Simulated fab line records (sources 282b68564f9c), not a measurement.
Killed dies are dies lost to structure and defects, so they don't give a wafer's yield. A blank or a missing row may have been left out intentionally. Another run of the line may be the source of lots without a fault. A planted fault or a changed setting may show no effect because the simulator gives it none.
Lot-split experiment ; flow ritCmos ; on a route of 202 steps: 5 lots, 23 wafers read

## SPLIT DETAILS
At RIT_NLDD_SOFTBAKE_02 (time 60 s), the setting tempC was moved away from the recipe's 90 C on 11 of the 23 wafers read, by -3.6% to +2.9%. The other wafers ran this setting at the recipe's value.

## FROM THE SPLIT TO THE READING: what the file shows between them, 2 steps
- RIT_NLDD_EXPOSE_03: exposes mask M7, target cd 40700 nm
- RIT_NLDD_PEB_04

## THE READING
NOVOLAK_of_NLDD_COAT_01.thkNm (the simulator's own value, which no gauge read), in nm, at RIT_NLDD_DEVELOP_05 (develop time 50 s). There is no usual value for it anywhere in the file. Here, 12 wafers ran the recipe; their average is 997.9 nm with a standard deviation of 3.3 nm.

wafer;tool, chamber at the split;tempC as run, C;against the recipe;NOVOLAK_of_NLDD_COAT_01.thkNm, nm;against lot-mates on the recipe
L074.2;lithoTrack-03, 0;92.19;+2.4%;993.9;-3.5
L074.3;lithoTrack-03, 0;90;recipe;996.6;-
L074.4;lithoTrack-03, 0;92.19;+2.4%;992.6;-4.8
L074.5;lithoTrack-03, 0;90;recipe;998.1;-
L074.6;lithoTrack-03, 0;92.19;+2.4%;992.2;-5.1
L075.2;lithoTrack-03, 0;92.59;+2.9%;987.9;-4.4
L075.3;lithoTrack-03, 0;92.59;+2.9%;987.1;-5.2
L075.4;lithoTrack-03, 0;92.59;+2.9%;988.6;-3.7
L075.5;lithoTrack-03, 0;90;recipe;993;-
L075.6;lithoTrack-03, 0;90;recipe;991.6;-
L076.1;lithoTrack-04, 0;90;recipe;1003;-
L076.5;lithoTrack-04, 0;90;recipe;1003;-
L076.2;lithoTrack-04, 0;87.34;-3.0%;1011;+8.0
L076.4;lithoTrack-04, 0;87.34;-3.0%;1007;+4.0
L076.6;lithoTrack-04, 0;87.34;-3.0%;1013;+10.0
L077.2;lithoTrack-03, 0;90;recipe;997.6;-
L077.3;lithoTrack-03, 0;86.72;-3.6%;1005;+7.3
L077.5;lithoTrack-03, 0;86.72;-3.6%;1005;+7.3
L077.4;lithoTrack-03, 0;90;recipe;999.2;-
L077.6;lithoTrack-03, 0;90;recipe;996.2;-
L082.1;lithoTrack-02, 0;90;recipe;1001;-
L082.4;lithoTrack-02, 0;90;recipe;998.8;-
L082.5;lithoTrack-02, 0;90;recipe;997.3;-

THE FIT
A straight line over all 23 wafers: NOVOLAK_of_NLDD_COAT_01.thkNm changes by -2.99 nm for each +1% of tempC; r = -0.88; the points scatter about the line by 3.4 nm.
The same after taking each lot's own level away (the mean of its wafers on the recipe; 23 wafers): -1.98 nm for each +1%; r = -0.95; scatter 1.4 nm.
Per that fit: largest tempC move, reading shift of 7.2 nm.
Measured against the standard deviation above, the lots' own levels, which go from 992.30 to 1003.00 nm, span 3.2 times it.
Thus the slope moves with the lot-to-lot level: the two fits are different.
Check: for one of the wafers moved furthest among these (-3.6%), held out of the fit, the line's prediction against its lot-mates is +7.71 nm. Against them it came out at +7.33 nm.

## FURTHER SPLITS ON THESE WAFERS
Before the reading, these wafers also passed through other splits. Each is held against what the fit with the lots' levels taken away leaves over:
other split on the same wafers;wafers away from the commonest value;r with NOVOLAK_of_NLDD_COAT_01.thkNm (lot level and that fit taken away)
RIT_ACTIVE_CVD_03 pressureMtorr;18;+0.08
RIT_NWELL_COAT_01 resistThkNm;6;+0.04
RIT_NWELL_DEVELOP_05 developTimeS;9;-0.19
RIT_PWELL_IMPLANT_08 doseCm2;11;-0.20
RIT_PRETRO_IMPLANT_08 energyKev;4;-0.03
RIT_GATE_COAT_11 spinRpm;10;+0.10
RIT_GATE_EXPOSE_13 doseMj;11;-0.31

## THE FILE'S OWN FIT
NOVOLAK_of_NLDD_COAT_01.thkNm changes by -1.98 nm for each +1% of tempC, r = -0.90.
